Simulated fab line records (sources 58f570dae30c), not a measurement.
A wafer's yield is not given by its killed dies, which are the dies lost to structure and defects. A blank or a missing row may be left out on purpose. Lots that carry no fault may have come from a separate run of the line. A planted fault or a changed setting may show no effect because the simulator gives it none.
The same fault as seen by 2 desks || flow berkeley cmos170 || numbers are kept per desk, each desk with only its own; the story behind them comes last

== FROM THE METROLOGY DESK ==
Lot by lot, what the gauges showed, no matter which tool ran the lot: averages of those sampled wafers that carry a number. Marked OUT: a lot whose mean sits more than 4 standard deviations from the usual mean, which makes it out of limits; the brackets give that distance. It has 9 readings; the 7 that lie furthest out on some lot are the ones shown.
Columns: A = PWELL_OVL at UCB170_PWELL_OVL_MEAS_13, usual 2 nm; B = PWELL_TW at UCB170_PWELL_TW_MEAS_17, usual 377.6; C = WELLDRIVE_OXIDE_THK at UCB170_WELLDRIVE_THK_MEAS_02, usual 198 nm; D = ACTIVE_OXIDE_THK at UCB170_ACTIVE_THK_MEAS_03, usual 26.2 nm; E = ACTIVE_NITRIDE_THK at UCB170_ACTIVE_THK_MEAS_06, usual 220.5 nm; F = cd nm at UCB170_ACTIVE_CD_MEAS_90, usual 1200.4 nm; G = PFIELD_OVL at UCB170_PFIELD_OVL_MEAS_06, usual 1 nm
{"lot": "L254", "first seen here": "day 4 14:00", "A": 0, "B": 378.4, "C": 205, "D": 25.8, "E": 222.9, "F": 1199.5, "G": -2}
{"lot": "L257", "first seen here": "day 5 19:35", "A": 0, "B": 374.0, "C": 191, "D": 25.5, "E": 222.3, "F": 1200.4, "G": 10}
{"lot": "L260", "first seen here": "day 5 19:52", "A": 6, "B": 375.8, "C": 194, "D": 25.8, "E": 220.2, "F": 1201.1, "G": 0}
{"lot": "L259", "first seen here": "day 5 20:07", "A": 5, "B": 378.5, "C": 197, "D": 26.2, "E": 220.9, "F": 1200.8, "G": 3}
{"lot": "L264", "first seen here": "day 6 17:35", "A": -1, "B": 375.8, "C": 199, "D": 26.4, "E": 220.5, "F": 1202.2, "G": 6}
{"lot": "L266", "first seen here": "day 6 19:19", "A": 9, "B": 377.9, "C": 197, "D": 26.3, "E": 222.7, "F": 1201.6, "G": 10}
{"lot": "L265", "first seen here": "day 6 19:41", "A": 4, "B": 379.0, "C": 196, "D": 26.2, "E": 219.0, "F": 1200.2, "G": 4}
This desk's verdict: no lot among the 7 shows anything out of limits.

== TOOL OWNER'S DESK, furnace-04 ==
The tool's own readings at UCB170_WELLDRIVE_OXIDATION_01 (target thk 199 nm, ox time 9000 s): means of the sampled wafers that have a number, for each lot that ran on this tool. Marked OUT: a lot whose mean sits more than 4 standard deviations from the usual mean, which makes it out of limits; the brackets give that distance.
Columns: A = tube_center_temp_C_max at UCB170_WELLDRIVE_OXIDATION_01, usual 1102.8
{"lot": "L264", "first seen here": "day 7 01:05", "A": 1102.7}
{"lot": "L265", "first seen here": "day 7 01:05", "A": 1102.6}
{"lot": "L266", "first seen here": "day 7 01:05", "A": 1102.9}
This desk's verdict: no lot among the 3 shows anything out of limits.

== BROUGHT TOGETHER ==
From the metrology desk's view, nothing was out of limits.
Nothing out of limits was seen by the tool owner's desk.

== WHAT THE SIMULATOR PUT IN ==
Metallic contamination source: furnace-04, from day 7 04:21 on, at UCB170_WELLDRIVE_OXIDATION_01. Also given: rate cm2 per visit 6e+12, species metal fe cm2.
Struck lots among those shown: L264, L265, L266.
